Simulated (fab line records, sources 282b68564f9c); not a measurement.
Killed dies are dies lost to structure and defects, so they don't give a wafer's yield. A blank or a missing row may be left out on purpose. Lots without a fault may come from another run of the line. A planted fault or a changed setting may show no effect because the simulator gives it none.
Problem report in the 8D (eight disciplines) form, filled by code | flow rit_cmos | the parts of the form that need people (team, actions taken, sign-off) are left out

1. THE PROBLEM
tilt_deg at RIT_PLDD_IMPLANT_08 reads a mean of 7.769 degrees on 9 wafers of 3 lots; wafers without a fault read 6.998 degrees with a standard deviation of 0.018. That is +43 standard deviations from the usual mean.
First seen on wafer L177.2, day 4 11:53, on implanter-04. The record holds 45 wafers of 15 lots with a number at this step. Rule for "out", or "out of limits": more than 4 standard deviations from the usual mean. The other wafers with a number count as sound.

2. WHAT IT IS AND WHAT IT IS NOT
question                    | is                     | is not
which readings at this step | tilt_deg               | end_station_pressure_torr
which lots                  | L177, L180, L181       | L169, L170, L171, L172, L173, L174, L176, L178, L184, L187, L188, L189
which wafers of those lots  | all that have a number | -
read on which tools         | implanter-04           | implanter-01, implanter-03
when                        | from day 4 11:53       | up to then (21 sound wafers); but 15 sound wafers of L178, L184, L187, L188, L189 came after

3. SUSPECTS, AND WHAT RULES EACH OUT
Counting: a tool at a process step up to the reading stays a suspect if it ran every lot that is out and no sound lot after the first of them.
- implanter-04 at RIT_PLDD_IMPLANT_08: kept. It ran every lot that is out, first L177 (day 4 11:53), and no sound lot after that; its last sound lot up to then is L176 (day 4 07:25). Its own readings are out on those wafers: tilt_deg.
Left after counting: implanter-04 at RIT_PLDD_IMPLANT_08.

4. THE CAUSE (what the simulator had put in)
Process parameter drift: implanter-04, from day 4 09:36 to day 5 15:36, at RIT_PLDD_IMPLANT_08. Setting tilt_deg, moved by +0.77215, from 7. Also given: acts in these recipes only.
Counting left only this tool.

5. THE CHAIN OF EFFECTS, in route order
Each row: a reading whose mean over the struck wafers that have a number lies more than 3 standard deviations from the usual. Only readings for which the record gives a usual standard deviation are gone through. hours: the time from each lot's start at the first step in this table that gives one to its start at this step, as a median over the lots. sigmas: the change in usual standard deviations.
hours | step                | reading  | usual         | on struck wafers | change | sigmas
0     | RIT_PLDD_IMPLANT_08 | tilt_deg | 6.998 degrees | 7.769            | +0.771 | +43
The process steps in it:
- RIT_PLDD_IMPLANT_08
Readings that are blank on the struck wafers while sound wafers have them: PLDD_RS at RIT_SDANNEAL_RS_MEAS_06.

6. WHAT WOULD HAVE CAUGHT IT SOONER
In this record the first reading out of limits was taken at day 4 11:53, 2 hours after the fault began at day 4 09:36.
